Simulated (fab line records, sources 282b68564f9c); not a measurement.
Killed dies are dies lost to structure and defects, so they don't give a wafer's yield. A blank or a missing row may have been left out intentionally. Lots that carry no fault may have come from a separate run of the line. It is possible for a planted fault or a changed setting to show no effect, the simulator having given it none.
Which tool did it? + flow rit-cmos + 15 lots, 45 wafers sampled, at 2 steps of a route of 202

WHAT THE GAUGES SHOWED, per wafer
RIT_NRETRO_OVL_MEAS_06. Usual: NRETRO_OVL -0.1 nm, standard deviation 1.5.
| lot  | measured    | on         | NRETRO_OVL (nm)   | flag |
|------|-------------|------------|-------------------|------|
| L212 | day 2 05:50 | overlay-02 | -2.5 -2.0 -0.8    |      |
| L213 | day 2 09:52 | overlay-01 | 0.7 1.0 3.4       |      |
| L215 | day 2 21:54 | overlay-02 | -0.1 -2.3 -2.5    |      |
| L216 | day 3 03:06 | overlay-02 | 0.5 1.0 -0.3      |      |
| L219 | day 3 19:52 | overlay-02 | 418.7 419.8 422.3 | OFF  |
| L221 | day 4 02:01 | overlay-02 | 418.3 419.2 419.7 | OFF  |
| L222 | day 4 07:39 | overlay-01 | 419.2 418.6 419.9 | OFF  |
| L225 | day 4 22:19 | overlay-02 | -0.6 -0.5 -2.2    |      |
| L226 | day 5 03:19 | overlay-02 | -2.0 -2.7 -0.7    |      |
| L227 | day 5 10:02 | overlay-02 | -1.6 1.9 -0.7     |      |
| L229 | day 5 19:20 | overlay-01 | -1.0 -0.3 -0.8    |      |
| L230 | day 5 22:39 | overlay-01 | -0.5 -0.6 -1.2    |      |
| L233 | day 6 14:41 | overlay-01 | -0.2 -0.1 -0.8    |      |
| L234 | day 6 18:49 | overlay-02 | -0.7 -2.0 -1.1    |      |
| L235 | day 7 00:25 | overlay-01 | -1.1 -3.7 -1.5    |      |

WHAT TOOL EACH LOT RAN ON (gives the tool, then ch and the chambers of the sampled wafers, and finally the start)
| lot  | RIT_NRETRO_EXPOSE_03               |
|------|------------------------------------|
| L212 | iline-stepper-02 ch 0, day 2 05:26 |
| L213 | iline-stepper-01 ch 0, day 2 09:26 |
| L215 | iline-stepper-02 ch 0, day 2 21:29 |
| L216 | iline-stepper-01 ch 0, day 3 02:40 |
| L219 | iline-stepper-01 ch 0, day 3 19:26 |
| L221 | iline-stepper-01 ch 0, day 4 01:36 |
| L222 | iline-stepper-01 ch 0, day 4 07:13 |
| L225 | iline-stepper-02 ch 0, day 4 21:54 |
| L226 | iline-stepper-02 ch 0, day 5 02:53 |
| L227 | iline-stepper-02 ch 0, day 5 09:37 |
| L229 | iline-stepper-02 ch 0, day 5 18:54 |
| L230 | iline-stepper-02 ch 0, day 5 22:13 |
| L233 | iline-stepper-02 ch 0, day 6 14:18 |
| L234 | iline-stepper-02 ch 0, day 6 18:26 |
| L235 | iline-stepper-02 ch 0, day 6 23:59 |
- RIT_NRETRO_EXPOSE_03: exposes mask M4, target cd 43900 nm.

WHAT THE TOOLS THEMSELVES READ (means of the sampled wafers that have a number; where no wafer has one, the mark that the record gives instead)
RIT_NRETRO_EXPOSE_03. Usual: stage-vel-mm-s 499.92 mm/s, standard deviation 0.26.
| lot  | tool             | stage-vel-mm-s (mm/s) | flag |
|------|------------------|-----------------------|------|
| L212 | iline-stepper-02 | 499.66                |      |
| L213 | iline-stepper-01 | 500.13                |      |
| L215 | iline-stepper-02 | 499.92                |      |
| L216 | iline-stepper-01 | 499.91                |      |
| L219 | iline-stepper-01 | 499.97                |      |
| L221 | iline-stepper-01 | 500.32                |      |
| L222 | iline-stepper-01 | 499.93                |      |
| L225 | iline-stepper-02 | 499.76                |      |
| L226 | iline-stepper-02 | 500.02                |      |
| L227 | iline-stepper-02 | 500.43                |      |
| L229 | iline-stepper-02 | 499.99                |      |
| L230 | iline-stepper-02 | 500.13                |      |
| L233 | iline-stepper-02 | 499.67                |      |
| L234 | iline-stepper-02 | 499.92                |      |
| L235 | iline-stepper-02 | 499.73                |      |

THE ANSWER, worked out from the rows above alone
Rule: a lot is off if the mean of its wafers that have a number lies more than 3 standard deviations from the usual mean. A lot without any number at a reading at which 4 lots or more have one is off too. All remaining lots with rows at the step are treated as sound. Order of review: gauges by route order, followed by the tools' own readings, for which a lot's mean as printed above is used. At the first step where some lot is off, the reading lying furthest off is the one used; lots without a number count as furthest.
Off: L219, L221, L222, at RIT_NRETRO_OVL_MEAS_06 (NRETRO_OVL).
A tool fits if, at a process step before that reading, it ran every lot that is off, and no sound lot after the first of them. Those tools and the gauges at RIT_NRETRO_OVL_MEAS_06 are tried in the same way. One fits: RIT_NRETRO_EXPOSE_03 on iline-stepper-01. Its last sound lot is L216 (day 3 02:40), its first lot that is off L219 (day 3 19:26): a fault that began between those two fits.

WHAT THE SIMULATOR HAD INSERTED
Scanner matching overlay: iline-stepper-01, from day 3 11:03 on, at RIT_NRETRO_EXPOSE_03. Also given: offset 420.
Lots struck among those shown: L219, L221, L222. The rule above reached the same finding.
